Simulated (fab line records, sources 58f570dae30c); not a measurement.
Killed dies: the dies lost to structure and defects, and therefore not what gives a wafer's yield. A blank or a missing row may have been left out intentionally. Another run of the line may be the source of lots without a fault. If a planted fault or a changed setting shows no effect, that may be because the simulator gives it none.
A single fault, viewed from 2 desks || flow berkeley-cmos170 || each desk holds nothing but its own numbers, with what lay behind them at the end

== THE METROLOGY DESK ==
Means of the sampled wafers that have a number, per lot and without regard to the tool the lot ran on: this is what the gauges read. Any lot whose mean is over 4 standard deviations away from the usual mean is out of limits and marked OUT; that distance is given in the brackets.
Columns: A = PWELL_OVL at UCB170_PWELL_OVL_MEAS_13, usual 0 nm; B = ACTIVE_OXIDE_THK at UCB170_ACTIVE_THK_MEAS_03, usual 26.5 nm; C = ACTIVE_OVL at UCB170_ACTIVE_OVL_MEAS_14, usual -1 nm; D = PFIELD_TW at UCB170_PFIELD_TW_MEAS_09, usual 598
{"lot": "L239", "first seen here": "day 2 20:39", "A": 0, "B": 26.4, "C": 4, "D": 591}
{"lot": "L241", "first seen here": "day 2 23:49", "A": -2, "B": 26.4, "C": -4, "D": 607}
{"lot": "L240", "first seen here": "day 3 00:03", "A": 3, "B": 27.2, "C": 2, "D": 591}
{"lot": "L242", "first seen here": "day 3 13:01", "A": 3, "B": 26.2, "C": -4, "D": 605}
{"lot": "L243", "first seen here": "day 3 18:05", "A": 1, "B": 26.9, "C": -4, "D": 606}
{"lot": "L244", "first seen here": "day 4 00:37", "A": 3, "B": "22.9 (-8.5) OUT", "C": -3, "D": 606}
{"lot": "L245", "first seen here": "day 4 04:59", "A": -0, "B": "24.0 (-6.0) OUT", "C": 3, "D": 606}
{"lot": "L254", "first seen here": "day 5 23:12", "A": 8, "B": 26.3, "C": 7, "D": 601}
{"lot": "L256", "first seen here": "day 6 08:58", "A": -2, "B": 26.3, "C": 2, "D": 593}
{"lot": "L257", "first seen here": "day 6 19:17", "A": -4, "B": 26.4, "C": 5, "D": 602}
{"lot": "L259", "first seen here": "day 7 05:02", "A": 6, "B": 26.7, "C": 0, "D": 599}
{"lot": "L258", "first seen here": "day 7 05:19", "A": -8, "B": 27.1, "C": -0, "D": 602}
{"lot": "L261", "first seen here": "day 7 16:40", "A": -0, "B": 26.6, "C": -7, "D": 600}
{"lot": "L262", "first seen here": "day 7 21:26", "A": -7, "B": 26.4, "C": -7, "D": 590}
This desk's finding: out of limits on L244, L245; first on L244, day 4 22:01 (ACTIVE_OXIDE_THK at UCB170_ACTIVE_THK_MEAS_03). In limits: L239, L241, L240, L242, L243, L254, L256, L257, L259, L258, L261, L262.

== AT THE TOOL OWNER'S DESK: furnace-02 ==
The tool's own readings at UCB170_ACTIVE_OXIDATION_02 (target thk 26.4 nm, ox time 1260 s): means of the sampled wafers that have a number, for each lot that ran on this tool. Any lot whose mean is over 4 standard deviations away from the usual mean is out of limits and marked OUT; that distance is given in the brackets.
Columns: A = spike-tc-source-C at UCB170_ACTIVE_OXIDATION_02, usual 1024.9 C; B = zone-power-load-pct at UCB170_ACTIVE_OXIDATION_02, usual 34.4 %
{"lot": "L242", "first seen here": "day 4 07:53", "A": 1024.4, "B": 34.7}
{"lot": "L243", "first seen here": "day 4 07:53", "A": 1024.7, "B": 34.6}
{"lot": "L244", "first seen here": "day 4 20:40", "A": 1024.5, "B": 35.3}
{"lot": "L245", "first seen here": "day 4 23:16", "A": 1024.5, "B": 35.0}
{"lot": "L262", "first seen here": "day 8 15:26", "A": 1023.8, "B": 34.6}
This desk found nothing out of limits on any of the 5 lots.

== TAKEN TOGETHER ==
On L244, L245, the metrology desk was in a position to raise an alarm at day 4 22:01.
The tool owner's desk saw nothing out of limits.
Tool owner's desk: L244, L245 on record, inside its limits.
On furnace-02, each named lot ran UCB170_ACTIVE_OXIDATION_02.

== WHAT HAD BEEN PUT IN BY THE SIMULATOR ==
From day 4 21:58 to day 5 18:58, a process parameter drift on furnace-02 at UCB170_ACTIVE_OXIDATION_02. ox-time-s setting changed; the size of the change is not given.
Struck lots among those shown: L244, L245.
Delay in hours, fault start to first out-of-limits reading, per desk: metrology desk 0.
